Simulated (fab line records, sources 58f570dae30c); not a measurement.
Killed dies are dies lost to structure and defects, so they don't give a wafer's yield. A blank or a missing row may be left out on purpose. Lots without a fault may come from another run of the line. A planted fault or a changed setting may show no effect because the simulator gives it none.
Which tool did it? | flow berkeley_cmos170 | 7 lots, 21 wafers sampled, at 2 steps of a route of 331

WHAT THE GAUGES READ, wafer by wafer
UCB170_GATE_CD_MEAS_90: target cd 350 nm.
lot  | measured     | on        | cd_nm (nm)
L303 | day 7 12:33  | cd_sem-01 | 350.6 352.3 351.3
L304 | day 8 03:35  | cd_sem-01 | 349.1 350.9 348.5
L309 | day 8 22:33  | cd_sem-02 | - - -
L316 | day 11 03:58 | cd_sem-01 | 349.3 350.6 350.4
L319 | day 11 15:20 | cd_sem-02 | 348.8 348.8 348.4
L321 | day 12 02:19 | cd_sem-02 | 348.9 348.6 349.2
L323 | day 12 20:55 | cd_sem-01 | 351.5 350.9 351.2

WHICH TOOL RAN EACH LOT (tool, then ch and the chambers of the sampled wafers, then the start)
lot  | UCB170_GATE_ETCH_15
L303 | rie_si-01 ch 0,1,2, day 7 12:24
L304 | rie_si-01 ch 1,2,3, day 8 03:26
L309 | rie_si-01 ch 0,2,3, day 8 22:24
L316 | rie_si-02 ch 0,2,3, day 11 03:47
L319 | rie_si-02 ch 1,2, day 11 15:08
L321 | rie_si-01 ch 0,2,3, day 12 02:10
L323 | rie_si-02 ch 0,1,3, day 12 20:43
- UCB170_GATE_ETCH_15: etches poly-Si in HBr/Cl2, stops on SiO2, time 56.3 s, target depth 278.2 nm.

THE ANSWER, worked out from the rows above alone
Rule: what is usual is taken from the lots themselves. Put in order of their means at a reading, lots are off if they are a third of the lots or fewer, leave a main group of 4 or more, and stand apart from it by a gap of 3 or more times the standard deviation of the main group's means; of several such gaps the widest counts. A main group whose means are all the same, to the digits that the tables above print for the reading, isn't used. A lot without any number at a reading at which 4 lots or more have one is off too. The other lots that the step has rows for count as sound.
Off: L309, at UCB170_GATE_CD_MEAS_90 (cd_nm). Without a number there: L309. The main group: mean 350.0 nm, standard deviation 1.1.
A tool fits if, at a process step before that reading, it ran every lot that is off, and no sound lot after the first of them. The gauges at UCB170_GATE_CD_MEAS_90 are tried like those tools. None of those tried fits.

WHAT THE SIMULATOR HAD PUT IN
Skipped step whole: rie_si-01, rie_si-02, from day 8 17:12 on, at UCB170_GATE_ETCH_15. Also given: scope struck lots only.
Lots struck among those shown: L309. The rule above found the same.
